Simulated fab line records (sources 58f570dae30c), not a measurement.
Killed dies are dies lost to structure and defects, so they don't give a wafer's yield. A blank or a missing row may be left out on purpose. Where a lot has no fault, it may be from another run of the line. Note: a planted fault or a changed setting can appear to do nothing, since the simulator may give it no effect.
Lot-split experiment -- flow berkeleyCmos170 -- on a route of 331 steps: 5 lots, 23 wafers read

## ABOUT THE SPLIT
At UCB170_PFIELD_IMPLANT_07, the setting energyKev was moved away from the recipe's 80 on 8 of the 23 wafers read, by -4.9% to +4.0%. All remaining wafers had this setting at the recipe value.

The split's own step is where the reading is taken.

## THE READING
implant.drpNm (the simulator's own value, which no gauge read), in nm, at UCB170_PFIELD_IMPLANT_07. The file does not state a usual value for it.

wafer,"tool, chamber at the split",energyKev as run,against the recipe,"implant.drpNm, nm",against lot-mates on the recipe
L076.1,"implanter-03, 0",80,recipe,74.86,-
L076.3,"implanter-03, 0",80,recipe,74.86,-
L076.5,"implanter-03, 0",80,recipe,74.86,-
L076.2,"implanter-03, 0",83.24,+4.0%,76.26,+1.40
L076.4,"implanter-03, 0",83.24,+4.0%,76.26,+1.40
L077.1,"implanter-02, 0",80,recipe,74.86,-
L077.2,"implanter-02, 0",80,recipe,74.86,-
L077.4,"implanter-02, 0",80,recipe,74.86,-
L077.3,"implanter-02, 0",76.1,-4.9%,73.05,-1.81
L077.5,"implanter-02, 0",76.1,-4.9%,73.05,-1.81
L081.2,"implanter-02, 0",80,recipe,74.86,-
L081.4,"implanter-02, 0",80,recipe,74.86,-
L081.6,"implanter-02, 0",80,recipe,74.86,-
L084.1,"implanter-02, 0",78.3,-2.1%,74.08,-0.78
L084.5,"implanter-02, 0",78.3,-2.1%,74.08,-0.78
L084.2,"implanter-02, 0",80,recipe,74.86,-
L084.4,"implanter-02, 0",80,recipe,74.86,-
L084.6,"implanter-02, 0",80,recipe,74.86,-
L085.2,"implanter-02, 0",80,recipe,74.86,-
L085.4,"implanter-02, 0",80,recipe,74.86,-
L085.6,"implanter-02, 0",80,recipe,74.86,-
L085.3,"implanter-02, 0",76.67,-4.2%,73.32,-1.54
L085.5,"implanter-02, 0",76.67,-4.2%,73.32,-1.54

FIT RESULTS
A straight line over all 23 wafers: implant.drpNm changes by +0.362 nm for each +1% of energyKev; r = +1.00; the points scatter about the line by 0.023 nm.
The same after taking each lot's own level away (the mean of its wafers on the recipe; 23 wafers): +0.362 nm for each +1%; r = +1.00; scatter 0.023 nm.
On that fit, the largest move of energyKev shifts the reading by 1.8 nm.
The lots' own levels span 74.860 to 74.860 nm.
The two slopes agree, so the slope changes little with the lot-to-lot level.
Check: -1.77 nm against its lot-mates is what the line predicts for one of the wafers moved furthest among these (-4.9%) when that wafer is left out of the fit. It came out at -1.81 nm against them.

## THESE WAFERS: OTHER SPLITS
These wafers also went through other splits before the reading. Each is held against what the fit with the lots' levels taken away leaves over:
other split on the same wafers,wafers away from the commonest value,r with implant.drpNm (lot level and that fit taken away)
UCB170_ZERO_STRIP_07 o2FlowSccm,9,+0.12
UCB170_NWELL_CVD_04 tempC,10,-0.19
UCB170_PWELL_OXIDATION_02 tempC,10,-0.04
UCB170_PWELL_PEB_11 pebTempC,10,-0.11
UCB170_ACTIVE_OXIDATION_02 tempC,15,-0.06
UCB170_ACTIVE_CVD_05 timeS,10,-0.22
UCB170_ACTIVE_ETCH_15 timeS,6,-0.02

## THE WHOLE CHAIN: every reading that the file lists as answering this split, in the file's order
step,what it does,reading,change (the file's fit),r (the file's)
UCB170_PFIELD_IMPLANT_07,,"implant.rpNm (the simulator's own value, which no gauge read)",+2.15 nm for each +1% of the setting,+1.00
UCB170_PFIELD_IMPLANT_07,,"implant.drpNm (the simulator's own value, which no gauge read)",+0.363 nm for each +1% of the setting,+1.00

## THE FILE'S OWN FIT
implant.drpNm changes by +0.363 nm for each +1% of energyKev, r = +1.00.
